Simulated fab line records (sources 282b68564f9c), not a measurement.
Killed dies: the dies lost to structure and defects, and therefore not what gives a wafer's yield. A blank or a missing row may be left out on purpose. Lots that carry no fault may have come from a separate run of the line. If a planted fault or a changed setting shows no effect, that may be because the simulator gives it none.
The tool behind it: which one? | flow rit-cmos | Sampling: 15 lots, 45 wafers, 6 of 202 route steps

== WHAT EACH GAUGE READ, for each wafer ==
RIT_ACTIVE_THK_MEAS_02.
lot  | measured    | on            | ACTIVE_OXIDE_THK (nm)
L262 | day 1 12:52 | film-metro-02 | 47.0 46.7 47.0
L264 | day 1 22:04 | film-metro-03 | 46.9 46.3 47.2
L269 | day 3 01:01 | film-metro-04 | 48.0 48.2 48.3
L272 | day 3 15:35 | film-metro-04 | 48.3 47.6 47.9
L274 | day 4 00:17 | film-metro-02 | 47.3 46.9 47.0
L275 | day 4 06:08 | film-metro-02 | 47.2 46.4 47.1
L276 | day 4 11:02 | film-metro-02 | 46.9 46.7 46.0
L277 | day 4 15:45 | film-metro-03 | 47.4 48.6 47.7
L278 | day 4 20:04 | film-metro-04 | 46.7 47.6 46.9
L279 | day 5 01:24 | film-metro-02 | 46.7 46.0 46.0
L280 | day 5 06:23 | film-metro-04 | 46.9 46.7 45.9
L281 | day 5 11:03 | film-metro-04 | 45.7 45.1 45.7
L282 | day 5 16:03 | film-metro-03 | 48.1 47.2 47.1
L284 | day 6 02:57 | film-metro-02 | 47.1 45.8 45.6
L285 | day 6 07:04 | film-metro-04 | 48.0 46.5 47.7

RIT_NWELL_TW_MEAS_10.
lot  | measured    | on            | NWELL_TW
L262 | day 1 22:33 | film-metro-04 | 2149 2149 2153
L264 | day 2 07:17 | film-metro-04 | 2157 2159 2149
L269 | day 3 10:15 | film-metro-01 | 2624 2609 2631
L272 | day 4 01:52 | film-metro-01 | 2641 2641 2653
L274 | day 4 11:11 | film-metro-02 | 2646 2651 2637
L275 | day 4 16:23 | film-metro-04 | 2166 2146 2163
L276 | day 4 20:56 | film-metro-04 | 2154 2154 2158
L277 | day 5 01:32 | film-metro-04 | 2153 2151 2143
L278 | day 5 05:20 | film-metro-01 | 2098 2107 2106
L279 | day 5 10:31 | film-metro-02 | 2139 2143 2131
L280 | day 5 16:59 | film-metro-04 | 2145 2154 2154
L281 | day 5 22:07 | film-metro-01 | 2109 2104 2096
L282 | day 6 03:45 | film-metro-01 | 2092 2094 2101
L284 | day 6 11:56 | film-metro-04 | 2185 2172 2181
L285 | day 6 19:49 | film-metro-04 | 2172 2170 2170

RIT_WELLDRIVE_RS_MEAS_01: measurement is done with a four-point probe.
lot  | measured    | on            | NWELL_RS (ohm/sq)
L262 | day 2 06:22 | film-metro-01 | 273.7 275.9 274.5
L264 | day 2 14:02 | film-metro-02 | 275.2 274.8 276.1
L269 | day 3 17:18 | film-metro-01 | 182.6 182.6 183.0
L272 | day 4 09:14 | film-metro-02 | 182.0 182.1 181.4
L274 | day 4 18:14 | film-metro-01 | 182.8 183.0 183.5
L275 | day 4 23:24 | film-metro-01 | 274.7 275.1 275.8
L276 | day 5 04:29 | film-metro-04 | 274.8 275.7 275.4
L277 | day 5 08:13 | film-metro-02 | 275.2 275.7 276.3
L278 | day 5 13:01 | film-metro-02 | 276.0 276.1 275.3
L279 | day 5 18:01 | film-metro-01 | 274.5 275.1 275.1
L280 | day 5 23:48 | film-metro-01 | 275.2 275.6 275.8
L281 | day 6 05:07 | film-metro-04 | 276.6 277.4 276.4
L282 | day 6 10:34 | film-metro-02 | 276.4 276.1 275.3
L284 | day 6 19:21 | film-metro-02 | 275.2 275.1 275.2
L285 | day 7 03:35 | film-metro-01 | 275.5 275.2 275.3

RIT_CONTACT_CD_MEAS_90: target cd 1000 nm.
lot  | measured    | on        | cd-nm (nm)
L262 | day 3 08:10 | cd-sem-02 | 999.5 999.7 1000.5
L264 | day 3 15:55 | cd-sem-02 | 1001.6 998.4 1002.6
L269 | day 4 20:16 | cd-sem-01 | 996.5 996.9 995.5
L272 | day 5 11:31 | cd-sem-02 | 1001.5 999.9 1001.8
L274 | day 5 23:11 | cd-sem-02 | 999.3 1000.7 999.5
L275 | day 6 01:16 | cd-sem-01 | 997.1 995.4 996.6
L276 | day 6 05:18 | cd-sem-01 | 999.7 1000.1 1000.2
L277 | day 6 08:08 | cd-sem-01 | 1001.6 998.4 998.2
L278 | day 6 13:10 | cd-sem-01 | 998.9 999.7 999.1
L279 | day 6 18:41 | cd-sem-01 | 999.0 997.4 995.5
L280 | day 7 00:58 | cd-sem-01 | 1001.0 1000.3 1000.8
L281 | day 7 08:38 | cd-sem-01 | 999.2 1001.2 1002.0
L282 | day 7 14:13 | cd-sem-01 | 994.9 994.6 996.3
L284 | day 7 20:50 | cd-sem-02 | 1002.9 1003.6 1002.7
L285 | day 8 05:18 | cd-sem-01 | 998.6 996.4 997.9

== EACH LOT AND THE TOOL THAT RAN IT (in order: tool; ch and the chambers of the sampled wafers; start) ==
lot  | RIT_NWELL_IMPLANT_08           | RIT_GATE_STRIP_20
L262 | implanter-04 ch 0, day 1 22:13 | plasma-asher-04 ch 0,1, day 2 16:59
L264 | implanter-02 ch 0, day 2 06:58 | plasma-asher-01 ch 0,1, day 2 23:36
L269 | implanter-03 ch 0, day 3 09:38 | plasma-asher-01 ch 0,1, day 4 03:43
L272 | implanter-03 ch 0, day 4 01:11 | plasma-asher-03 ch 0,1, day 4 20:14
L274 | implanter-03 ch 0, day 4 10:32 | plasma-asher-03 ch 0,1, day 5 04:34
L275 | implanter-03 ch 0, day 4 16:05 | plasma-asher-04 ch 0,1, day 5 09:46
L276 | implanter-04 ch 0, day 4 20:38 | plasma-asher-04 ch 0,1, day 5 13:50
L277 | implanter-04 ch 0, day 5 01:12 | plasma-asher-04 ch 0,1, day 5 16:41
L278 | implanter-02 ch 0, day 5 05:02 | plasma-asher-03 ch 0,1, day 5 21:29
L279 | implanter-04 ch 0, day 5 10:12 | plasma-asher-01 ch 0,1, day 6 03:10
L280 | implanter-02 ch 0, day 5 16:40 | plasma-asher-03 ch 0,1, day 6 08:32
L281 | implanter-02 ch 0, day 5 21:47 | plasma-asher-01 ch 1, day 6 17:01
L282 | implanter-04 ch 0, day 6 03:25 | plasma-asher-01 ch 0,1, day 6 21:29
L284 | implanter-04 ch 0, day 6 11:38 | plasma-asher-03 ch 1, day 7 05:05
L285 | implanter-02 ch 0, day 6 19:32 | plasma-asher-01 ch 0,1, day 7 13:36
- RIT_NWELL_IMPLANT_08
- RIT_GATE_STRIP_20: strips in O2, time 180 s.

== WHAT THE TOOLS THEMSELVES READ (means of the sampled wafers that have a number; where no wafer has one, the mark that the record gives instead) ==
RIT_GATE_STRIP_20.
lot  | tool            | drypump-motor-current-A (A)
L262 | plasma-asher-04 | 5.5
L264 | plasma-asher-01 | 5.0
L269 | plasma-asher-01 | 5.0
L272 | plasma-asher-03 | 5.3
L274 | plasma-asher-03 | 5.3
L275 | plasma-asher-04 | 5.5
L276 | plasma-asher-04 | 5.6
L277 | plasma-asher-04 | 5.5
L278 | plasma-asher-03 | 5.3
L279 | plasma-asher-01 | 5.0
L280 | plasma-asher-03 | 5.6
L281 | plasma-asher-01 | 4.8
L282 | plasma-asher-01 | 5.0
L284 | plasma-asher-03 | 5.9
L285 | plasma-asher-01 | 5.2

== THE ANSWER, worked out from the rows above alone ==
Rule: the usual values come from the lots themselves. Put in order of their means at a reading, lots are off if they are a third of the lots or fewer, leave a main group of 4 or more, and stand apart from it by a gap of 3 or more times the standard deviation of the main group's means; of several such gaps the widest counts. If all means in a main group match to the digits the tables above print for the reading, that group is not used. Also off: a lot with no number at a reading for which 4 or more lots have one. Where the step has rows for the other lots, those lots are counted as sound. Order of review: gauges by route order, followed by the tools' own readings, for which a lot's mean as printed above is used. The first step at which some lot is off is used, and at that step the reading that is off furthest; a lot without a number counts as furthest.
Off: L269, L272, L274, seen at RIT_NWELL_TW_MEAS_10 (NWELL_TW). Main group: mean 2142, sd 26.
A tool fits if, at a process step before that reading, it ran every lot that is off, and no sound lot after the first of them. Gauges at RIT_NWELL_TW_MEAS_10: tried the same way as those tools. Not one of the candidates tried fits.

== WHAT THE SIMULATOR PUT IN ==
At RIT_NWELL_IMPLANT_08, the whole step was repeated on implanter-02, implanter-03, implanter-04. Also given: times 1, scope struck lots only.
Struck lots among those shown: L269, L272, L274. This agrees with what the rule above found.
